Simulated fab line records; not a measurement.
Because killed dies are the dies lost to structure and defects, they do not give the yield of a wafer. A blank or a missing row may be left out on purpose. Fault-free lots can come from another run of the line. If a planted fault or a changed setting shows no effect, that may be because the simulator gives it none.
fab line records + flow berkeleyCmos170
[record]
- lots = 14
- wafers = 42
- lastDay = 12
route steps=331 shown NLDD@165 PSD@176 NSD@197
lots untouched by any fault: they come from a run of this same line in which no faults occurred
startH: hours from the record's first day to the start of the lot's first wafer shown + waitH: hours elapsed since this lot's preceding step + " repeats the value in the row above + L1.1+2: several wafers, shown together as one row + - no value, or no start was given + * or withheld: withheld + < > ~ a bound
route shown NAME@n: a module of which the file shows steps, and the number in the route of the first + usual: mean/standard deviation of fault-free wafers + same: alike in all rows + chamber/n: place in a boat + sites: readings site by site + _std_site: standard deviation across them + _edge_site: mean of outer sites minus mean of inner sites + radiusMm: how far each site lies from the wafer's centre + mask NAME#n: copy n + behind: the tool/chamber that last shaped the wafer + hold: why the lot was held/for how many hours/how that ended + device: transistor that didn't switch, given as n, p or np + end of line: tests run on the same wafers once the route is complete + a step given without rows: its recipe and nothing more + killed: count of dies lost to structure and defects at first sort (not the wafer's yield) + map: the dies of a wafer, with x for killed, . for not killed, _ for no die there
set.NAME: the run value of the setting; set.NAME@STEP: its run value at that earlier step + model.NAME: the simulator's own value behind a step, which no gauge read
route steps across a sampled set of lots; one table per step, one row per wafer
[[steps]]
[step UCB170_NLDD_OVL_MEAS_07]
[usual]
- NLDD_OVL = 2/5.2
| lot.wafer | tool       | chamber | startH | waitH | NLDD_OVL[nm] |
|-----------|------------|---------|--------|-------|--------------|
| L711.2    | overlay-01 | -       | 123.51 | 0.1   | -3           |
| L711.3    | "          | -       | "      | "     | -6           |
| L711.4    | "          | -       | "      | "     | 2            |
| L714.1    | overlay-01 | -       | 144.16 | 0.1   | 7            |
| L714.2    | "          | -       | "      | "     | 7            |
| L714.5    | "          | -       | "      | "     | 5            |
| L715.1    | overlay-01 | -       | 144.89 | 0.1   | -2           |
| L715.4    | "          | -       | "      | "     | 2            |
| L715.5    | "          | -       | "      | "     | -7           |
| L713.2    | overlay-01 | -       | 146.43 | 0.1   | 1            |
| L713.4    | "          | -       | "      | "     | 4            |
| L713.6    | "          | -       | "      | "     | 4            |
| L717.2    | overlay-01 | -       | 164.06 | 0.1   | 2            |
| L717.4    | "          | -       | "      | "     | 1            |
| L717.5    | "          | -       | "      | "     | 0            |
| L719.1    | overlay-01 | -       | 174.37 | 0.1   | 4            |
| L719.2    | "          | -       | "      | "     | 7            |
| L719.4    | "          | -       | "      | "     | 1            |
| L720.2    | overlay-01 | -       | 174.65 | 0.1   | 2            |
| L720.5    | "          | -       | "      | "     | -3           |
| L720.6    | "          | -       | "      | "     | -4           |
| L724.4    | overlay-01 | -       | 189.68 | 0.1   | -2           |
| L724.5    | "          | -       | "      | "     | 5            |
| L724.6    | "          | -       | "      | "     | 2            |
| L729.1    | overlay-02 | -       | 210.98 | 0.1   | 4            |
| L729.2    | "          | -       | "      | "     | 6            |
| L729.5    | "          | -       | "      | "     | 3            |
| L728.2    | overlay-01 | -       | 211.08 | 0.1   | 2            |
| L728.4    | "          | -       | "      | "     | -2           |
| L728.5    | "          | -       | "      | "     | -1           |
| L731.4    | overlay-02 | -       | 223.49 | 0.1   | -6           |
| L731.5    | "          | -       | "      | "     | -5           |
| L731.6    | "          | -       | "      | "     | -6           |
| L732.1    | overlay-01 | -       | 226.32 | 0.1   | 11           |
| L732.2    | "          | -       | "      | "     | 13           |
| L732.5    | "          | -       | "      | "     | 8            |
| L733.3    | overlay-01 | -       | 234.69 | 0.1   | 5            |
| L733.4    | "          | -       | "      | "     | 6            |
| L733.6    | "          | -       | "      | "     | 2            |
| L734.1    | overlay-01 | -       | 234.96 | 0.1   | 5            |
| L734.3    | "          | -       | "      | "     | 5            |
| L734.6    | "          | -       | "      | "     | 6            |
[step UCB170_PSD_COAT_01]
[recipe]
- resist = KrF
- spinRpm = 1500
- resistThkNm = 900
[usual]
- chillPlateTempC = 22.99/0.1
- dispensePressureKPa = 49/3.9
| lot.wafer | tool          | chamber | startH | waitH | chillPlateTempC | dispensePressureKPa |
|-----------|---------------|---------|--------|-------|-----------------|---------------------|
| L711.2    | lithoTrack-03 | 0       | 129.71 | 0.1   | 22.95           | 49                  |
| L711.3    | "             | 0       | "      | "     | 23.14           | 49                  |
| L711.4    | "             | 0       | "      | "     | 23.07           | 49                  |
| L714.1    | lithoTrack-03 | 0       | 151.28 | 0.1   | 22.84           | 49                  |
| L714.2    | "             | 0       | "      | "     | 23.05           | 49                  |
| L714.5    | "             | 0       | "      | "     | 23.02           | 49                  |
| L715.1    | lithoTrack-04 | 0       | 151.28 | 0.1   | 23.17           | 42                  |
| L715.4    | "             | 0       | "      | "     | 23.04           | 42                  |
| L715.5    | "             | 0       | "      | "     | 23.05           | 42                  |
| L713.2    | lithoTrack-03 | 0       | 151.76 | 0.1   | 22.82           | 49                  |
| L713.4    | "             | 0       | "      | "     | 22.92           | 49                  |
| L713.6    | "             | 0       | "      | "     | 23.03           | 49                  |
| L717.2    | lithoTrack-02 | 0       | 169.57 | 0.1   | 23.12           | 52                  |
| L717.4    | "             | 0       | "      | "     | 23.02           | 52                  |
| L717.5    | "             | 0       | "      | "     | 22.93           | 52                  |
| L720.2    | lithoTrack-03 | 0       | 178.07 | 0.1   | 22.87           | 49                  |
| L720.5    | "             | 0       | "      | "     | 23.07           | 49                  |
| L720.6    | "             | 0       | "      | "     | 22.93           | 49                  |
| L719.1    | lithoTrack-04 | 0       | 178.26 | 0.1   | 22.92           | 42                  |
| L719.2    | "             | 0       | "      | "     | 23.06           | 42                  |
| L719.4    | "             | 0       | "      | "     | 22.91           | 42                  |
| L724.4    | lithoTrack-02 | 0       | 194.14 | 0.1   | 23.00           | 52                  |
| L724.5    | "             | 0       | "      | "     | 22.95           | 52                  |
| L724.6    | "             | 0       | "      | "     | 23.18           | 52                  |
| L729.1    | lithoTrack-02 | -       | 216.47 | 0.1   | -               | -                   |
| L729.2    | "             | -       | "      | "     | -               | -                   |
| L729.5    | "             | -       | "      | "     | -               | -                   |
| L728.2    | lithoTrack-03 | -       | 216.50 | 0.1   | -               | -                   |
| L728.4    | "             | -       | "      | "     | -               | -                   |
| L728.5    | "             | -       | "      | "     | -               | -                   |
| L731.4    | lithoTrack-02 | 0       | 229.90 | 0.1   | 23.01           | 52                  |
| L731.5    | "             | 0       | "      | "     | 23.09           | 52                  |
| L731.6    | "             | 0       | "      | "     | 23.15           | 52                  |
| L732.1    | lithoTrack-04 | 0       | 230.00 | 0.1   | 23.11           | 42                  |
| L732.2    | "             | 0       | "      | "     | 23.05           | 42                  |
| L732.5    | "             | 0       | "      | "     | 22.83           | 42                  |
| L733.3    | lithoTrack-04 | 0       | 242.39 | 0.1   | 23.08           | 42                  |
| L733.4    | "             | 0       | "      | "     | 22.94           | 42                  |
| L733.6    | "             | 0       | "      | "     | 22.99           | 42                  |
| L734.1    | lithoTrack-03 | 0       | 242.51 | 0.1   | 23.11           | 49                  |
| L734.3    | "             | 0       | "      | "     | 22.97           | 49                  |
| L734.6    | "             | 0       | "      | "     | 22.91           | 49                  |
[step UCB170_PSD_CD_MEAS_06]
[recipe]
- targetCdNm = 1200
[usual]
- cdNm = 1200.2/1.5
| lot.wafer | tool     | chamber | startH | waitH | cdNm   |
|-----------|----------|---------|--------|-------|--------|
| L711.2    | cdSem-01 | -       | 130.40 | -     | 1200.3 |
| L711.3    | "        | -       | "      | "     | 1200.8 |
| L711.4    | "        | -       | "      | "     | 1200.6 |
| L714.1    | cdSem-02 | -       | 151.97 | -     | 1198.0 |
| L714.2    | "        | -       | "      | "     | 1199.4 |
| L714.5    | "        | -       | "      | "     | 1199.8 |
| L715.1    | cdSem-02 | -       | 152.52 | -     | 1203.3 |
| L715.4    | "        | -       | "      | "     | 1201.3 |
| L715.5    | "        | -       | "      | "     | 1201.7 |
| L713.2    | cdSem-01 | -       | 153.23 | -     | 1198.8 |
| L713.4    | "        | -       | "      | "     | 1199.6 |
| L713.6    | "        | -       | "      | "     | 1200.9 |
| L717.2    | cdSem-02 | -       | 170.63 | -     | 1200.6 |
| L717.4    | "        | -       | "      | "     | 1201.6 |
| L717.5    | "        | -       | "      | "     | 1201.0 |
| L720.2    | cdSem-01 | -       | 179.91 | -     | 1200.1 |
| L720.5    | "        | -       | "      | "     | 1200.1 |
| L720.6    | "        | -       | "      | "     | 1200.3 |
| L719.1    | cdSem-01 | -       | 180.17 | -     | 1201.6 |
| L719.2    | "        | -       | "      | "     | 1200.8 |
| L719.4    | "        | -       | "      | "     | 1202.2 |
| L724.4    | cdSem-02 | -       | 194.81 | -     | 1200.0 |
| L724.5    | "        | -       | "      | "     | 1199.5 |
| L724.6    | "        | -       | "      | "     | 1201.2 |
| L729.1    | cdSem-01 | -       | 217.50 | -     | -      |
| L729.2    | "        | -       | "      | "     | -      |
| L729.5    | "        | -       | "      | "     | -      |
| L728.2    | cdSem-02 | -       | 217.73 | -     | -      |
| L728.4    | "        | -       | "      | "     | -      |
| L728.5    | "        | -       | "      | "     | -      |
| L732.1    | cdSem-02 | -       | 231.25 | -     | 1200.0 |
| L732.2    | "        | -       | "      | "     | 1201.0 |
| L732.5    | "        | -       | "      | "     | 1201.4 |
| L731.4    | cdSem-01 | -       | 231.26 | -     | 1199.9 |
| L731.5    | "        | -       | "      | "     | 1200.7 |
| L731.6    | "        | -       | "      | "     | 1200.9 |
| L733.3    | cdSem-02 | -       | 243.19 | -     | 1197.5 |
| L733.4    | "        | -       | "      | "     | 1197.2 |
| L733.6    | "        | -       | "      | "     | 1195.8 |
| L734.1    | cdSem-01 | -       | 243.27 | -     | 1197.6 |
| L734.3    | "        | -       | "      | "     | 1197.7 |
| L734.6    | "        | -       | "      | "     | 1199.0 |
[step UCB170_NSD_TW_MEAS_10]
[usual]
- NSD_TW = 4231/44
| lot.wafer | tool         | chamber | startH | waitH | NSD_TW |
|-----------|--------------|---------|--------|-------|--------|
| L711.2    | filmMetro-02 | -       | 133.13 | 0.1   | 4227   |
| L711.3    | "            | -       | "      | "     | 4255   |
| L711.4    | "            | -       | "      | "     | 4229   |
| L714.1    | filmMetro-02 | -       | 156.09 | 0.1   | 4215   |
| L714.2    | "            | -       | "      | "     | 4214   |
| L714.5    | "            | -       | "      | "     | 4227   |
| L715.1    | filmMetro-01 | -       | 156.21 | 0.1   | 4293   |
| L715.4    | "            | -       | "      | "     | 4292   |
| L715.5    | "            | -       | "      | "     | 4287   |
| L713.2    | filmMetro-04 | -       | 156.50 | 0.1   | 4214   |
| L713.4    | "            | -       | "      | "     | 4229   |
| L713.6    | "            | -       | "      | "     | 4203   |
| L717.2    | filmMetro-02 | -       | 173.10 | 0.1   | 4187   |
| L717.4    | "            | -       | "      | "     | 4193   |
| L717.5    | "            | -       | "      | "     | 4209   |
| L720.2    | filmMetro-01 | -       | 182.91 | 0.1   | 4294   |
| L720.5    | "            | -       | "      | "     | 4278   |
| L720.6    | "            | -       | "      | "     | 4260   |
| L719.1    | filmMetro-04 | -       | 183.49 | 0.1   | 4232   |
| L719.2    | "            | -       | "      | "     | 4200   |
| L719.4    | "            | -       | "      | "     | 4183   |
| L724.4    | filmMetro-02 | -       | 198.38 | 0.1   | 4224   |
| L724.5    | "            | -       | "      | "     | 4213   |
| L724.6    | "            | -       | "      | "     | 4243   |
| L729.1    | filmMetro-01 | -       | 219.68 | 0.1   | 4347   |
| L729.2    | "            | -       | "      | "     | 4334   |
| L729.5    | "            | -       | "      | "     | 4367   |
| L728.2    | filmMetro-04 | -       | 219.92 | 0.1   | 4242   |
| L728.4    | "            | -       | "      | "     | 4232   |
| L728.5    | "            | -       | "      | "     | 4265   |
| L731.4    | filmMetro-01 | -       | 233.52 | 0.1   | 4319   |
| L731.5    | "            | -       | "      | "     | 4310   |
| L731.6    | "            | -       | "      | "     | 4285   |
| L732.1    | filmMetro-04 | -       | 233.62 | 0.1   | 4159   |
| L732.2    | "            | -       | "      | "     | 4176   |
| L732.5    | "            | -       | "      | "     | 4170   |
| L733.3    | filmMetro-04 | -       | 247.62 | 0.1   | 4173   |
| L733.4    | "            | -       | "      | "     | 4187   |
| L733.6    | "            | -       | "      | "     | 4189   |
| L734.1    | filmMetro-01 | -       | 247.85 | 0.1   | 4280   |
| L734.3    | "            | -       | "      | "     | 4292   |
| L734.6    | "            | -       | "      | "     | 4277   |
[step UCB170_SDANNEAL_RS_MEAS_02]
[recipe]
- thkMeasGauge = four-point-probe
[usual]
- PSD_RS = 75.58/0.29
| lot.wafer | tool         | chamber | startH | waitH | PSD_RS[ohm/sq] |
|-----------|--------------|---------|--------|-------|----------------|
| L711.2    | filmMetro-04 | -       | 136.88 | 0.1   | 75.78          |
| L711.3    | "            | -       | "      | "     | 75.76          |
| L711.4    | "            | -       | "      | "     | 75.54          |
| L714.1    | filmMetro-02 | -       | 157.83 | 0.0   | 75.18          |
| L714.2    | "            | -       | "      | "     | 75.36          |
| L714.5    | "            | -       | "      | "     | 75.21          |
| L715.1    | filmMetro-01 | -       | 157.88 | 0.1   | 75.31          |
| L715.4    | "            | -       | "      | "     | 75.27          |
| L715.5    | "            | -       | "      | "     | 75.15          |
| L713.2    | filmMetro-04 | -       | 158.20 | 0.1   | 75.07          |
| L713.4    | "            | -       | "      | "     | 74.91          |
| L713.6    | "            | -       | "      | "     | 75.29          |
| L717.2    | filmMetro-01 | -       | 174.68 | 0.1   | 75.18          |
| L717.4    | "            | -       | "      | "     | 75.36          |
| L717.5    | "            | -       | "      | "     | 75.52          |
| L720.2    | filmMetro-02 | -       | 184.27 | 0.1   | 75.67          |
| L720.5    | "            | -       | "      | "     | 75.47          |
| L720.6    | "            | -       | "      | "     | 75.77          |
| L719.1    | filmMetro-04 | -       | 185.34 | 0.0   | 75.96          |
| L719.2    | "            | -       | "      | "     | 75.93          |
| L719.4    | "            | -       | "      | "     | 75.89          |
| L724.4    | filmMetro-01 | -       | 199.52 | 0.1   | 75.42          |
| L724.5    | "            | -       | "      | "     | 75.37          |
| L724.6    | "            | -       | "      | "     | 75.30          |
| L729.1    | filmMetro-04 | -       | 220.82 | 0.0   | 75.76          |
| L729.2    | "            | -       | "      | "     | 75.93          |
| L729.5    | "            | -       | "      | "     | 75.44          |
| L728.2    | filmMetro-01 | -       | 221.01 | 0.1   | 75.34          |
| L728.4    | "            | -       | "      | "     | 75.32          |
| L728.5    | "            | -       | "      | "     | 75.22          |
| L731.4    | filmMetro-02 | -       | 234.63 | 0.1   | 76.01          |
| L731.5    | "            | -       | "      | "     | 75.68          |
| L731.6    | "            | -       | "      | "     | 76.27          |
| L732.1    | filmMetro-04 | -       | 235.02 | 0.0   | 75.62          |
| L732.2    | "            | -       | "      | "     | 75.92          |
| L732.5    | "            | -       | "      | "     | 75.80          |
| L733.3    | filmMetro-02 | -       | 248.78 | 0.1   | 75.74          |
| L733.4    | "            | -       | "      | "     | 75.45          |
| L733.6    | "            | -       | "      | "     | 75.93          |
| L734.1    | filmMetro-01 | -       | 249.05 | 0.0   | 75.79          |
| L734.3    | "            | -       | "      | "     | 75.82          |
| L734.6    | "            | -       | "      | "     | 75.72          |
[[key]]
[firstSign]
- step = UCB170_PSD_COAT_01
- reading = toolRecord
- direction = missing
[effect]
- step = UCB170_PSD_CD_MEAS_06
- reading = cdNm
- direction = missing
[effect]
- step = UCB170_NSD_TW_MEAS_10
- reading = NSD_TW
- direction = up
- sigmas = 1.5
- usual = 4231
- struck = 4298
metAt UCB170_PSD_COAT_01
struckLots L728,L729
sortLeftOut L728.2,L728.4,L728.5,L729.1,L729.2,L729.5
testerLeftOut L728,L729
notActingAt UCB170_NLDD_OVL_MEAS_07,UCB170_NSD_TW_MEAS_10,UCB170_SDANNEAL_RS_MEAS_02
onsetBetween 194.14 216.47
[fault]
- kind = skippedStepWhole
- tool = lithoTrack-02,lithoTrack-03
- chamber = -
- onsetH = 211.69
- steps = UCB170_PSD_COAT_01
- scope = struckLotsOnly
// testerLeftOut: of these lots the tester's yield and bins aren't shown, on N5 and GAA mostly nor the transistor test; their killed dies are dies lost to structure and defects alone, not to doping, threshold or leakage, so they don't give the yield
// sortLeftOut: the simulated sort isn't trusted on such a fault, so these wafers' sort isn't shown, and their yield isn't known
